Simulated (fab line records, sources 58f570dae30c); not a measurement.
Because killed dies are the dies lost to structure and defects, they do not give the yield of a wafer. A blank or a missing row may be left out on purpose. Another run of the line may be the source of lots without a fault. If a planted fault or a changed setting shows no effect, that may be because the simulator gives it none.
The same fault as seen by 2 desks ; flow berkeleyCmos170 ; each desk has only its own numbers; what lay behind them comes last

## DESK OF THE TOOL OWNER: lpcvd-01
The tool's own readings at UCB170_NWELL_CVD_04 (deposits Si3N4 from SiH2Cl2/NH3, target thk 224 nm, time 3360 s): means of the sampled wafers that have a number, for each lot that ran on this tool. The brackets show how far a lot's mean lies from the usual mean; more than 4 standard deviations puts the lot out of limits, marked OUT.
Columns: A = nh3FlowSccm at UCB170_NWELL_CVD_04, usual 75.00 sccm; B = spikeTcCentreC at UCB170_NWELL_CVD_04, usual 803.6 C; C = spikeTcLoadC at UCB170_NWELL_CVD_04, usual 824.9 C; D = spikeTcSourceC at UCB170_NWELL_CVD_04, usual 824.4 C; E = susceptorTempC at UCB170_NWELL_CVD_04, usual 799.9 C; F = zonePowerLoadPct at UCB170_NWELL_CVD_04, usual 21.2 %
lot;first seen here;A;B;C;D;E;F
L144;day 2 08:38;75.23;804.6;825.2;826.1;799.6;21.1
L145;day 2 08:38;74.83;803.7;825.3;825.8;799.9;21.1
L149;day 3 10:44;75.07;803.6;825.7;827.7;799.8;21.2
L154;day 4 18:06;75.46;803.5;824.4;826.9;799.9;21.1
L155;day 4 18:06;74.94;804.1;825.4;827.4;800.0;21.1
L156;day 5 02:10;75.19;838.6 (+27) OUT;859.8 (+27) OUT;860.3 (+13) OUT;834.7 (+94) OUT;24.4 (+6.2) OUT
L157;day 5 02:10;74.71;839.3 (+27) OUT;861.0 (+28) OUT;862.4 (+14) OUT;834.9 (+95) OUT;23.6 (+4.6) OUT
Finding of this desk: L156, L157 out of limits; the first was L156 at day 5 02:10, on spikeTcCentreC at UCB170_NWELL_CVD_04. L144, L145, L149, L154, L155: within limits.

## THE METROLOGY DESK
What the gauges read, lot by lot, whatever tool the lot ran on: means of the sampled wafers that have a number. The brackets show how far a lot's mean lies from the usual mean; more than 4 standard deviations puts the lot out of limits, marked OUT.
Columns: A = NWELL_NITRIDE_THK at UCB170_NWELL_THK_MEAS_05, usual 223.8 nm; B = ACTIVE_OVL at UCB170_ACTIVE_OVL_MEAS_14, usual -1 nm; C = PVT_OVL at UCB170_PVT_OVL_MEAS_06, usual 2 nm; D = M2_OVL at UCB170_M2_OVL_MEAS_16, usual 0 nm
lot;first seen here;A;B;C;D
L144;day 2 10:35;223.6;4;1;-0
L145;day 2 10:35;225.9;1;-2;3
L149;day 3 12:40;224.0;-6;0;-1
L150;day 3 20:39;223.3;2;-3;-0
L151;day 3 20:39;218.5;3;3;-13
L152;day 4 04:34;222.1;-11;9;2
L153;day 4 04:34;224.5;-1;1;9
L155;day 4 21:00;225.5;1;11;-1
L154;day 4 21:01;223.3;7;-6;2
L157;day 5 04:07;380.6 (+83) OUT;-;-;-
L156;day 5 04:07;379.7 (+82) OUT;-;-;-
L159;day 5 16:22;224.0;-1;3;-1
L166;day 7 02:47;225.7;-5;-4;3
L167;day 7 02:47;222.8;-3;6;5
This desk reports L156, L157 out of limits; the earliest was L157 at day 5 04:07 (NWELL_NITRIDE_THK at UCB170_NWELL_THK_MEAS_05). L144, L145, L149, L150, L151, L152, L153, L155, L154, L159, L166, L167: within limits.

## PUT TOGETHER
The tool owner's desk had the chance to raise an alarm at day 5 02:10 on L156, L157.
The metrology desk could have raised an alarm at day 5 04:07, on L156, L157.
All the named lots went through UCB170_NWELL_CVD_04 on lpcvd-01.

## WHAT THE SIMULATOR HAD INSERTED
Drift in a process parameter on lpcvd-01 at UCB170_NWELL_CVD_04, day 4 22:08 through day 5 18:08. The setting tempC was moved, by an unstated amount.
Lots struck among those shown: L156, L157.
Hours from the fault's start to each desk's first reading out of limits: the tool owner's desk, 4; the metrology desk, 6.
